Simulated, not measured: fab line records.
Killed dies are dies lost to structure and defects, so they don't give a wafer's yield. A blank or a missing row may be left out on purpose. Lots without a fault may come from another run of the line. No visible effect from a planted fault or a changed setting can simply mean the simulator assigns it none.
Split-lot experiment + flow rit-cmos + 5 lots, 23 wafers read, on a route of 202 steps

== ABOUT THE SPLIT ==
At RIT_PWELL_SOFTBAKE_02 (time 60 s), the setting temp-c was moved away from the recipe's 90 C on 10 of the 23 wafers read, by -4.1% to +3.4%. The other wafers ran this setting at the recipe's value.

== FROM THE SPLIT TO THE READING: what the file shows between them, 2 steps ==
- RIT_PWELL_EXPOSE_03: exposes mask M3, target cd 43700 nm
- RIT_PWELL_PEB_04

== THE READING ==
NOVOLAK_of_PWELL_COAT_01.thk-nm (the simulator's own value, which no gauge read), in nm, at RIT_PWELL_DEVELOP_05 (develop time 68 s). No usual value for it is given in the file. The 13 wafers here that ran the recipe average 1300 nm, standard deviation 2.6 nm.

| wafer  | tool, chamber at the split | temp-c as run, C | against the recipe | NOVOLAK_of_PWELL_COAT_01.thk-nm, nm | against lot-mates on the recipe |
|--------|----------------------------|------------------|--------------------|-------------------------------------|---------------------------------|
| L074.1 | litho-track-01, 0          | 91.25            | +1.4%              | 1292                                | -5                              |
| L074.2 | litho-track-01, 0          | 90               | recipe             | 1295                                | -                               |
| L074.3 | litho-track-01, 0          | 90               | recipe             | 1299                                | -                               |
| L074.4 | litho-track-01, 0          | 91.25            | +1.4%              | 1293                                | -4                              |
| L074.6 | litho-track-01, 0          | 91.25            | +1.4%              | 1294                                | -3                              |
| L076.1 | litho-track-04, 0          | 90               | recipe             | 1299                                | -                               |
| L076.3 | litho-track-04, 0          | 93.06            | +3.4%              | 1288                                | -13                             |
| L076.4 | litho-track-04, 0          | 90               | recipe             | 1305                                | -                               |
| L076.5 | litho-track-04, 0          | 90               | recipe             | 1300                                | -                               |
| L076.6 | litho-track-04, 0          | 93.06            | +3.4%              | 1292                                | -9                              |
| L077.1 | litho-track-04, 0          | 90               | recipe             | 1299                                | -                               |
| L077.2 | litho-track-04, 0          | 86.34            | -4.1%              | 1310                                | +11                             |
| L077.3 | litho-track-04, 0          | 90               | recipe             | 1300                                | -                               |
| L077.4 | litho-track-04, 0          | 90               | recipe             | 1298                                | -                               |
| L077.6 | litho-track-04, 0          | 86.34            | -4.1%              | 1312                                | +13                             |
| L080.3 | litho-track-01, 0          | 90               | recipe             | 1300                                | -                               |
| L080.5 | litho-track-01, 0          | 90               | recipe             | 1300                                | -                               |
| L080.6 | litho-track-01, 0          | 90               | recipe             | 1300                                | -                               |
| L082.1 | litho-track-03, 0          | 90               | recipe             | 1303                                | -                               |
| L082.3 | litho-track-03, 0          | 90               | recipe             | 1305                                | -                               |
| L082.4 | litho-track-03, 0          | 87.76            | -2.5%              | 1310                                | +6                              |
| L082.6 | litho-track-03, 0          | 87.76            | -2.5%              | 1310                                | +6                              |
| L082.5 | litho-track-03, 0          | 87.76            | -2.5%              | 1312                                | +8                              |

FIT RESULTS
A straight line over all 23 wafers: NOVOLAK_of_PWELL_COAT_01.thk-nm changes by -3.3 nm for each +1% of temp-c; r = -0.92; the points scatter about the line by 2.7 nm.
The same after taking each lot's own level away (the mean of its wafers on the recipe; 23 wafers): -3 nm for each +1%; r = -0.97; scatter 1.6 nm.
That fit puts the effect of the largest move of temp-c on the reading at 12 nm.
The lots' own levels span 1297.0 to 1304.0 nm, that is 2.7 times the standard deviation above.
Hence the lot-to-lot level has little effect on the slope; both slopes agree.
Check: with one of the wafers moved furthest among these (-4.1%) left out of the fit, the line predicts +12.3 nm for it against its lot-mates. Against them it came out at +11 nm.

== FURTHER SPLITS ON THESE WAFERS ==
Other splits were also applied to these wafers ahead of the reading. Each is held against what the fit with the lots' levels taken away leaves over:
| other split on the same wafers   | wafers away from the commonest value | r with NOVOLAK_of_PWELL_COAT_01.thk-nm (lot level and that fit taken away) |
|----------------------------------|--------------------------------------|----------------------------------------------------------------------------|
| RIT_ACTIVE_CVD_03 temp-c         | 15                                   | -0.03                                                                      |
| RIT_ACTIVE_COAT_06 resist-thk-nm | 7                                    | +0.22                                                                      |

== FILE'S OWN FIT ==
NOVOLAK_of_PWELL_COAT_01.thk-nm changes by -3 nm for each +1% of temp-c, r = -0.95.
